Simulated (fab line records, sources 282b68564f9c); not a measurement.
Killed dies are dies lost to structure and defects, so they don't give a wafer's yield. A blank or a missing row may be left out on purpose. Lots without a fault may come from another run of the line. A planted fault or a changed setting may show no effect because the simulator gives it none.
fab line records | flow rit_cmos
record lots=6 wafers=18 last_day=7
route steps=202 shown PSD@150 SDANNEAL@153 NSD@158 PLDD@159 NLDD@160 SILICIDE@161 M1@202
lots that met no fault: from a run of the same line without faults
start_h: hours from the record's first day to the start of the lot's first wafer shown | wait_h: hours since the lot's step before | " the same as in the row above | L1.1+2: a row that stands for several wafers | - no value, or no start given | * or withheld: withheld | < > ~ a bound
route shown NAME@n: a module of which the file shows steps, and the number in the route of the first | usual: mean/standard deviation of fault-free wafers | same: alike in all rows | chamber/n: place in a boat | sites: the reading at each site | _std_site: their standard deviation | _edge_site: outer sites' mean less inner sites' | radius_mm: how far each site lies from the wafer's centre | mask NAME#n: copy n | behind: the tool/chamber that last shaped the wafer | hold: why the lot was held/for how many hours/how that ended | device: the transistor (n, p or np) that didn't switch | end of line: the same wafers' tests at the end of the route | a step without rows: its recipe alone | killed: dies lost to structure and defects at the first sort, not the wafer's yield | map: a wafer's dies, x killed, . not, _ none there
set.NAME: the setting as run; set.NAME@STEP: as run at that earlier step | model.NAME: the simulator's own value behind a step, which no gauge read
lots at some steps of the route; a table a step, a row a wafer
services: from which hour (start_h, from the record's first day; less than 0 if before it) a tool's chamber was out of use, for how many hours, and why
## steps
# step RIT_PSD_IMPLANT_08
# recipe species=BF2 energy_kev=27 dose_cm2=5.117e+15 tilt_deg=7
# step RIT_PSD_STRIP_09
# recipe chemistry=O2 time_s=180 resist=NOVOLAK platen_temp_c=withheld power_w=500 pressure_mtorr=4000 o2_flow_sccm=4000
# usual drypump_motor_current_A=5.59/0.28
# columns lot.wafer tool chamber start_h wait_h drypump_motor_current_A rf_hours_counter_h
L280.1 plasma_asher-02 0 94.76 0.1 5.49 46
L280.2 " 1 " " 5.82 46
L280.5 " 1 " " 5.79 -
L284.2 plasma_asher-02 0 113.37 0.1 5.49 48
L284.3 " 0 " " 5.48 -
L284.6 " 1 " " 5.81 -
L289.1 plasma_asher-01 0 140.10 0.1 6.24 51
L289.2 " 1 " " 5.55 51
L289.5 " 0 " " 6.23 -
L290.4 plasma_asher-02 1 144.66 0.1 5.78 -
L290.5 " 0 " " 5.48 -
L290.6 " 1 " " 5.80 -
L291.1 plasma_asher-02 1 147.33 0.1 5.79 52
L291.2 " 0 " " 5.53 52
L291.4 " 1 " " 5.79 -
L294.2 plasma_asher-01 1 166.87 0.1 5.54 54
L294.4 " 1 " " 5.53 -
L294.6 " 1 " " 5.53 -
# step RIT_PSD_TW_MEAS_10
# usual PSD_TW=3430/41
# columns lot.wafer tool chamber start_h wait_h PSD_TW
L280.1 film_metro-01 - 94.93 0.1 3427
L280.2 " - " " 3407
L280.5 " - " " 3424
L284.2 film_metro-02 - 113.55 0.1 3385
L284.3 " - " " 3366
L284.6 " - " " 3393
L289.1 film_metro-02 - 140.27 0.1 3391
L289.2 " - " " 3388
L289.5 " - " " 3393
L290.4 film_metro-04 - 144.81 0.1 3469
L290.5 " - " " 3488
L290.6 " - " " 3452
L291.1 film_metro-04 - 147.51 0.1 3473
L291.2 " - " " 3480
L291.4 " - " " 3461
L294.2 film_metro-01 - 167.05 0.1 3411
L294.4 " - " " 3416
L294.6 " - " " 3403
# step RIT_SDANNEAL_CLEAN_00
# recipe chemistry=SC1 mix=3:3:50 time_s=600 temp_c=75
# step RIT_SDANNEAL_CLEAN_01
# recipe chemistry=dHF dilution=50:1 time_s=30
# step RIT_SDANNEAL_CLEAN_02
# recipe chemistry=SC2 mix=3:3:50 time_s=600 temp_c=75 dry=n2_spin
# step RIT_SDANNEAL_RTA_03
# recipe temp_c=1050 time_s=5 idle_temp_c=600 ramp_up_c_per_s=342 ramp_down_c_per_s=171 cool_to_c=600 ambient=N2
# usual wafer_temp_C_max=1053.5/1.2
# columns lot.wafer tool chamber start_h wait_h wafer_temp_C_max
L280.1 rtp_anneal-01 0 95.37 0.0 1052.4
L280.2 " 0 " " 1052.7
L280.5 " 0 " " 1052.1
L284.2 rtp_anneal-01 0 113.98 0.0 1055.2
L284.3 " 0 " " 1052.2
L284.6 " 0 " " 1052.7
L289.1 rtp_anneal-02 0 140.71 0.0 1053.9
L289.2 " 0 " " 1052.0
L289.5 " 0 " " 1053.1
L290.4 rtp_anneal-01 0 145.25 0.0 1052.7
L290.5 " 0 " " 1055.9
L290.6 " 0 " " 1053.1
L291.1 rtp_anneal-02 0 147.97 0.0 1053.8
L291.2 " 0 " " 1054.9
L291.4 " 0 " " 1054.7
L294.2 rtp_anneal-01 0 167.48 0.0 1055.4
L294.4 " 0 " " 1052.9
L294.6 " 0 " " 1053.1
# step RIT_SDANNEAL_RS_MEAS_04
# recipe thk_meas_gauge=four-point-probe
# usual PSD_RS=115.58/0.29
# columns lot.wafer tool chamber start_h wait_h PSD_RS[ohm/sq]
L280.1 film_metro-02 - 95.43 0.0 115.39
L280.2 " - " " 115.33
L280.5 " - " " 115.50
L284.2 film_metro-04 - 114.05 0.1 115.78
L284.3 " - " " 115.67
L284.6 " - " " 115.45
L289.1 film_metro-04 - 140.83 0.1 115.70
L289.2 " - " " 115.54
L289.5 " - " " 115.73
L290.4 film_metro-04 - 145.34 0.1 115.24
L290.5 " - " " 115.13
L290.6 " - " " 115.45
L291.1 film_metro-02 - 148.08 0.1 115.47
L291.2 " - " " 115.61
L291.4 " - " " 115.61
L294.2 film_metro-02 - 167.55 0.1 115.94
L294.4 " - " " 115.57
L294.6 " - " " 115.80
# step RIT_SDANNEAL_RS_MEAS_05
# recipe thk_meas_gauge=four-point-probe
# usual NSD_RS=84.6/0.3
# columns lot.wafer tool chamber start_h wait_h NSD_RS[ohm/sq]
L280.1 film_metro-02 - 95.55 0.1 84.4
L280.2 " - " " 84.4
L280.5 " - " " 84.6
L284.2 film_metro-04 - 114.17 0.1 84.9
L284.3 " - " " 84.5
L284.6 " - " " 84.5
L289.1 film_metro-04 - 140.95 0.1 85.1
L289.2 " - " " 85.2
L289.5 " - " " 85.2
L290.4 film_metro-04 - 145.46 0.1 84.3
L290.5 " - " " 84.1
L290.6 " - " " 84.1
L291.1 film_metro-02 - 148.20 0.1 84.2
L291.2 " - " " 84.3
L291.4 " - " " 84.3
L294.2 film_metro-02 - 167.67 0.1 84.4
L294.4 " - " " 84.3
L294.6 " - " " 84.7
# step RIT_SDANNEAL_RS_MEAS_06
# recipe thk_meas_gauge=four-point-probe
# usual PLDD_RS=179.5/0.55
# columns lot.wafer tool chamber start_h wait_h PLDD_RS[ohm/sq]
L280.1 film_metro-02 - 95.67 0.1 178.8
L280.2 " - " " 178.7
L280.5 " - " " 178.4
L284.2 film_metro-04 - 114.29 0.1 180.0
L284.3 " - " " 179.6
L284.6 " - " " 179.2
L289.1 film_metro-04 - 141.07 0.1 178.7
L289.2 " - " " 178.7
L289.5 " - " " 179.5
L290.4 film_metro-04 - 145.58 0.1 179.8
L290.5 " - " " 179.0
L290.6 " - " " 179.5
L291.1 film_metro-02 - 148.32 0.1 179.7
L291.2 " - " " 179.3
L291.4 " - " " 178.8
L294.2 film_metro-02 - 167.79 0.1 179.8
L294.4 " - " " 179.9
L294.6 " - " " 179.8
# step RIT_SDANNEAL_RS_MEAS_07
# recipe thk_meas_gauge=four-point-probe
# usual NLDD_RS=151.8/0.62
# columns lot.wafer tool chamber start_h wait_h NLDD_RS[ohm/sq]
L280.1 film_metro-02 - 95.79 0.1 152.5
L280.2 " - " " 152.2
L280.5 " - " " 152.6
L284.2 film_metro-04 - 114.41 0.1 151.9
L284.3 " - " " 152.1
L284.6 " - " " 152.2
L289.1 film_metro-04 - 141.19 0.1 151.6
L289.2 " - " " 151.7
L289.5 " - " " 152.1
L290.4 film_metro-04 - 145.70 0.1 151.6
L290.5 " - " " 151.6
L290.6 " - " " 151.5
L291.1 film_metro-02 - 148.44 0.1 151.9
L291.2 " - " " 151.7
L291.4 " - " " 151.9
L294.2 film_metro-02 - 167.91 0.1 152.2
L294.4 " - " " 152.0
L294.6 " - " " 152.2
# step RIT_SILICIDE_WET_ETCH_00
# recipe chemistry=BOE target=SiO2 target_depth_nm=14 time_s=15 dry=n2_spin dilution=10:1 temp_c=21.5
# step RIT_SILICIDE_SPUTTER_01
# recipe material=Ti target_thk_nm=30 power_w=350 chamber_pressure_pa=0.6952 gas=Ar time_s=240 substrate_temp_c=25
# usual throttle_valve_pct=30.2/1.3
# columns lot.wafer tool chamber start_h wait_h throttle_valve_pct model.Ti_of_SILICIDE_SPUTTER_01.thk_nm
L280.1 pvd_sputter-03 - 95.93 0.0 28.5 29.68
L280.2 " - " " 30.1 29.91
L280.5 " - " " 30.1 29.94
L284.2 pvd_sputter-02 - 114.52 0.0 29.7 29.98
L284.3 " - " " 30.5 30.24
L284.6 " - " " 31.0 29.93
L289.1 pvd_sputter-03 - 141.32 0.0 29.8 26.66
L289.2 " - " " 28.4 29.85
L289.5 " - " " 29.9 26.64
L290.4 pvd_sputter-03 - 145.77 0.0 29.9 29.81
L290.5 " - " " 30.2 26.53
L290.6 " - " " 28.8 29.78
L291.1 pvd_sputter-01 - 148.59 0.0 28.0 29.11
L291.2 " - " " 28.8 29.81
L291.4 " - " " 32.7 29.65
L294.2 pvd_sputter-02 - 168.02 0.0 30.6 29.32
L294.4 " - " " 29.4 29.54
L294.6 " - " " 30.8 29.21
# step RIT_SILICIDE_RS_MEAS_02
# recipe thk_meas_gauge=four-point-probe reads=Ti_of_SILICIDE_SPUTTER_01
# usual SILICIDE_TI_RS=52.4/0.86
# columns lot.wafer tool chamber start_h wait_h SILICIDE_TI_RS[ohm/sq]
L280.1 film_metro-04 - 96.08 0.1 52.4
L280.2 " - " " 52.0
L280.5 " - " " 52.0
L284.2 film_metro-03 - 114.69 0.1 51.8
L284.3 " - " " 51.4
L284.6 " - " " 52.0
L289.1 film_metro-03 - 141.47 0.1 60.2
L289.2 " - " " 52.2
L289.5 " - " " 60.1
L290.4 film_metro-03 - 145.98 0.1 52.3
L290.5 " - " " 60.7
L290.6 " - " " 52.4
L291.1 film_metro-01 - 148.74 0.1 53.9
L291.2 " - " " 52.3
L291.4 " - " " 52.7
L294.2 film_metro-01 - 168.19 0.1 53.4
L294.4 " - " " 52.8
L294.6 " - " " 53.6
# step RIT_SILICIDE_THK_MEAS_03
# recipe thk_meas_gauge=xrf reads=Ti_of_SILICIDE_SPUTTER_01
# usual SILICIDE_TI_THK=29.8/0.4
# columns lot.wafer tool chamber start_h wait_h SILICIDE_TI_THK[nm]
L280.1 film_metro-04 - 96.20 0.1 29.7
L280.2 " - " " 30.0
L280.5 " - " " 30.1
L284.2 film_metro-03 - 114.80 0.1 30.0
L284.3 " - " " 30.3
L284.6 " - " " 30.1
L289.1 film_metro-03 - 141.59 0.1 26.5
L289.2 " - " " 29.9
L289.5 " - " " 26.8
L290.4 film_metro-03 - 146.07 0.1 29.9
L290.5 " - " " 26.7
L290.6 " - " " 30.0
L291.1 film_metro-01 - 148.86 0.1 29.2
L291.2 " - " " 30.0
L291.4 " - " " 29.8
L294.2 film_metro-01 - 168.30 0.1 29.4
L294.4 " - " " 29.8
L294.6 " - " " 29.5
# step RIT_SILICIDE_RTA_04
# recipe temp_c=650 time_s=10 idle_temp_c=25 ramp_up_s=5 ramp_down_s=5 cool_to_c=25 ambient=N2
# usual wafer_temp_C_max=654.1/1.1
# columns lot.wafer tool chamber start_h wait_h wafer_temp_C_max
L280.1 rtp_anneal-02 0 96.26 0.1 656.8
L280.2 " 0 " " 653.8
L280.5 " 0 " " 656.0
L284.2 rtp_anneal-02 0 114.86 0.1 655.2
L284.3 " 0 " " 655.5
L284.6 " 0 " " 656.6
L289.1 rtp_anneal-01 0 141.65 0.1 652.7
L289.2 " 0 " " 653.6
L289.5 " 0 " " 654.7
L290.4 rtp_anneal-02 0 146.17 0.1 654.2
L290.5 " 0 " " 654.3
L290.6 " 0 " " 654.4
L291.1 rtp_anneal-01 0 148.92 0.1 654.6
L291.2 " 0 " " 654.8
L291.4 " 0 " " 653.8
L294.2 rtp_anneal-02 0 168.37 0.1 654.6
L294.4 " 0 " " 654.2
L294.6 " 0 " " 654.3
# step RIT_M1_PROBE_99
# usual killed_at_front_end=7/3 killed_dies=7/3.1 killed_open=3.4/2.1 killed_short=3.4/2
# same gross_dies=264 killed_at_M0_to_M3=0 killed_at_M4_up=0 killed_at_back_side=0 killed_at_contacts=0 killed_at_other=0
# columns lot.wafer tool chamber start_h wait_h killed_at_front_end killed_dies killed_open killed_short model.etest.npoly_line.line_ohm_um model.etest.ppoly_line.line_ohm_um model.etest.contact_nplus.end_ohm_um model.etest.contact_pplus.end_ohm_um model.etest.npoly_line.rs_ohm_sq model.etest.ppoly_line.rs_ohm_sq model.etest.npoly_sal.rs_ohm_sq model.etest.ppoly_sal.rs_ohm_sq
L280.1 prober-01 - 103.09 0.1 8 8 2 6 169.8 163.1 40.66 43.01 17.16 16.76 4.416 4.407
L280.2 prober-01 - 103.14 0.1 4 4 0 4 163.6 154.6 41.17 43.14 17.08 16.52 4.412 4.378
L280.5 prober-01 - 103.29 0.2 5 5 2 3 170.6 163.7 41.81 42.96 17.02 16.79 4.426 4.398
L284.2 prober-01 - 121.41 0.1 2 2 2 0 171.8 165.5 40.29 44.38 16.89 16.47 4.329 4.317
L284.3 prober-01 - 121.46 0.2 9 9 5 4 172 164.5 41.22 44.84 17.02 16.51 4.329 4.274
L284.6 prober-01 - 121.61 0.2 7 7 3 4 169.4 160.2 40.61 44.23 17.02 16.56 4.405 4.313
L289.1 prober-02 - 148.30 0.1 10 10 3 7 184.3 172.8 37.4 40.02 18.62 17.9 4.805 4.769
L289.2 prober-02 - 148.35 0.1 2 2 1 1 171.7 164.3 41.48 42.94 17.2 16.72 4.373 4.338
L289.5 prober-02 - 148.50 0.2 6 6 5 1 184.3 176.9 38.67 40.33 18.65 18.03 4.893 4.81
L290.4 prober-01 - 153.15 0.2 11 11 5 6 159 153.8 41.41 44.12 17 16.55 4.364 4.364
L290.5 prober-01 - 153.20 0.2 6 6 2 4 173.9 169.6 38.57 41.2 18.67 18.14 4.851 4.83
L290.6 prober-01 - 153.25 0.2 7 7 5 2 163.1 159.9 41.51 44.27 17.02 16.64 4.378 4.377
L291.1 prober-02 - 155.54 0.1 6 6 2 4 171.5 165 39.77 40.82 17.37 16.87 4.471 4.42
L291.2 prober-02 - 155.59 0.1 9 9 5 4 169.2 162.1 41.47 42.31 17.07 16.64 4.421 4.401
L291.4 prober-02 - 155.69 0.2 4 4 3 1 164.7 159.1 40.64 41.83 17.18 16.45 4.416 4.379
L294.2 prober-01 - 175.42 0.1 3 3 1 2 181.9 175.4 40.68 44.18 17.38 17.12 4.434 4.41
L294.4 prober-01 - 175.52 0.2 7 7 6 1 179.6 170.6 40.22 44.1 17.3 16.62 4.39 4.318
L294.6 prober-01 - 175.62 0.2 6 6 3 3 184.3 174.5 40.31 44.39 17.37 17.01 4.482 4.462
# killed by level:class
L280.1 GATE:geometric_particle:short=4 GATE:geometric_particle:open=2 FOX1:geometric_particle:short=1 SPACER:geometric_particle:short=1
L280.2 SILICIDE:geometric_particle:short=2 GATE:geometric_particle:short=1 SPACER:geometric_particle:short=1
L280.5 GATE:geometric_particle:open=2 SPACER:geometric_particle:short=2 SILICIDE:geometric_particle:short=1
L284.2 SILICIDE:geometric_particle:open=2
L284.3 GATE:geometric_particle:short=2 REOX:geometric_particle:open=2 FOX1:geometric_particle:short=1 FOX1:geometric_particle:open=1 GATE:geometric_particle:open=1 SILICIDE:geometric_particle:open=1 SILICIDE:geometric_particle:short=1
L284.6 FOX1:geometric_particle:open=2 FOX1:geometric_particle:short=2 GATE:geometric_particle:short=2 SPACER:geometric_particle:open=1
L289.1 REOX:geometric_particle:short=3 GATE:geometric_particle:open=2 SILICIDE:geometric_particle:short=2 FOX1:geometric_particle:short=1 SPACER:geometric_particle:short=1 SILICIDE:geometric_particle:open=1
L289.2 SILICIDE:geometric_particle:open=1 SILICIDE:geometric_particle:short=1
L289.5 FOX2:geometric_particle:open=2 GATE:geometric_particle:open=2 FOX1:geometric_particle:open=1 FOX2:geometric_particle:short=1
L290.4 GATE:geometric_particle:short=4 GATE:geometric_particle:open=4 FOX1:geometric_particle:short=1 REOX:geometric_particle:open=1 SILICIDE:geometric_particle:short=1
L290.5 SILICIDE:geometric_particle:short=3 GATE:geometric_particle:open=2 GATE:geometric_particle:short=1
L290.6 GATE:geometric_particle:open=4 GATE:geometric_particle:short=2 SILICIDE:geometric_particle:open=1
L291.1 GATE:geometric_particle:short=2 FOX2:geometric_particle:short=1 GATE:geometric_particle:open=1 REOX:geometric_particle:short=1 REOX:geometric_particle:open=1
L291.2 FOX1:geometric_particle:open=2 GATE:geometric_particle:short=2 GATE:geometric_particle:open=2 FOX1:geometric_particle:short=1 SPACER:geometric_particle:open=1 SILICIDE:geometric_particle:short=1
L291.4 GATE:geometric_particle:short=1 GATE:geometric_particle:open=1 REOX:geometric_particle:open=1 SPACER:geometric_particle:open=1
L294.2 GATE:geometric_particle:short=2 SPACER:geometric_particle:open=1
L294.4 SPACER:geometric_particle:open=4 FOX1:geometric_particle:open=2 GATE:geometric_particle:short=1
L294.6 GATE:geometric_particle:short=3 FOX1:geometric_particle:open=1 GATE:geometric_particle:open=1 REOX:geometric_particle:open=1
## services
# columns tool chamber start_h hours kind
pvd_sputter-01 - 78.45 3.6 repair
pvd_sputter-01 - 85.88 3.1 repair
plasma_asher-02 - 128.20 0.5 repair
pvd_sputter-03 - 131.63 5.5 repair
pvd_sputter-02 - 133.18 21.3 repair
plasma_asher-02 - 154.47 3.4 repair
plasma_asher-02 - 166.13 0.9 repair
## key
first_sign step=RIT_SILICIDE_RS_MEAS_02 reading=SILICIDE_TI_RS direction=up sigmas=9.2 usual=52.4 struck=60.3
effect step=RIT_SILICIDE_THK_MEAS_03 reading=SILICIDE_TI_THK direction=down sigmas=7.9 usual=29.8 struck=26.7
model_effect step=RIT_SILICIDE_SPUTTER_01 value=Ti_of_SILICIDE_SPUTTER_01.thk_nm without=29.58 struck=26.61
model_effect step=RIT_M1_PROBE_99 value=etest.npoly_line.line_ohm_um without=170.6 struck=180.8
met_at RIT_SILICIDE_SPUTTER_01
struck_wafers L289.1,L289.5,L290.5
tester_left_out L289,L290
fault kind=process_parameter_drift tool=pvd_sputter-03 chamber=- onset_h=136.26 steps=RIT_SILICIDE_SPUTTER_01 channel=target_thk_nm offset=-3 shape=step end_h=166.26 stated=30 scope=struck_wafers_only
# tester_left_out: of these lots the tester's yield and bins aren't shown, on N5 and GAA mostly nor the transistor test; their killed dies are dies lost to structure and defects alone, not to doping, threshold or leakage, so they don't give the yield
